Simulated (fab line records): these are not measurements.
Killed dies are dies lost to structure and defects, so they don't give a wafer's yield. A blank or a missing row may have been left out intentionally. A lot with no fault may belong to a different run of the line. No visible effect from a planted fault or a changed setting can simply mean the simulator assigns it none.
Comparing a struck lot with a sound one :: flow rit cmos :: 15 steps out of a route of 202
Sound: wafers L485.1, L485.5, L485.6. Struck: wafers L499.3, L499.5, L499.6. The cause is given at the end.
Order at every step that has rows: each side's tool, ch and its chambers, its first start. Under that, the readings that differ: sound wafers :: struck wafers :: difference of the means :: sigmas: that difference in standard deviations of wafers without a fault.
alike: readings whose means differ by less than 2 such deviations, and words and numbers that are the same on both sides. not compared: withheld readings, readings that some wafer has no value for, bounds like >300 that may hide the same value, and numbers for which the record gives no deviation and whose values overlap.
Wherever a step has rows on one side only, a row that says differs or no value, or a row with sigmas, the two part there. Numbers that don't overlap but have no deviation are shown without sigmas and don't part them. Lack of a reading on every wafer of one side parts them only where that side has two or more wafers.

first, 5 steps without rows for these wafers: RIT_PSD_COAT_01 (resist thk 1000 nm); RIT_PSD_SOFTBAKE_02 (time 60 s); RIT_PSD_EXPOSE_03 (exposes mask M10, target cd 40900 nm); RIT_PSD_PEB_04; RIT_PSD_DEVELOP_05 (develop time 50 s).
RIT_PSD_OVL_MEAS_06:
  sound on overlay-02 at day 4 01:09; struck on overlay-02 at day 6 23:10
  alike: PSD_OVL
then, 2 steps without rows for these wafers: RIT_PSD_HARDBAKE_07 (time 60 s); RIT_PSD_IMPLANT_08.
RIT_PSD_STRIP_09: strips in O2, time 180 s.
  sound on plasma asher-03 ch 0,1, day 4 01:29; struck on plasma asher-02 ch 0,1, day 6 23:33
  alike: drypump motor current A
  not compared: rf hours counter h
RIT_PSD_TW_MEAS_10:
  sound on film metro-01 at day 4 01:40; struck on film metro-03 at day 6 23:41
  alike: PSD_TW
then, 2 steps without rows for these wafers: RIT_SDANNEAL_CLEAN_00 (cleans in SC1, time 600 s); RIT_SDANNEAL_CLEAN_01 (cleans in dHF, time 30 s).
RIT_SDANNEAL_CLEAN_02: cleans in SC2, time 600 s.
  sound on wet bench-01 ch 3, day 4 01:55; struck on wet bench-01 ch 1, day 6 23:56
reading: bath guard temp C (C)
sound: 74.6 74.8 74.4
struck: 75.9 75.7 75.5
difference: +1.1
sigmas: +3

reading: run length s (s)
sound: 626 626 626
struck: 559 559 559
difference: -67
sigmas: -20
RIT_SDANNEAL_RTA_03: time 5 s.
  sound on rtp anneal-01 ch 0, day 4 02:05; struck on rtp anneal-01 ch 0, day 7 00:08
  alike: wafer_temp_C_max
RIT_M1_PROBE_99:
  sound on prober-02 at day 4 09:31; struck on prober-02 at day 7 07:43
  alike: killed at contacts, killed at front end, killed dies, killed open, killed short

## WHERE THEY PART
Within this record, at RIT_SDANNEAL_CLEAN_02 only. Later steps at which nothing parts them and some readings are alike: RIT_SDANNEAL_RTA_03, RIT_M1_PROBE_99.

WHY: whatever the simulator had introduced
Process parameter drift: wet bench-01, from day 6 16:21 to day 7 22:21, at RIT_SDANNEAL_CLEAN_02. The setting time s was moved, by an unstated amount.
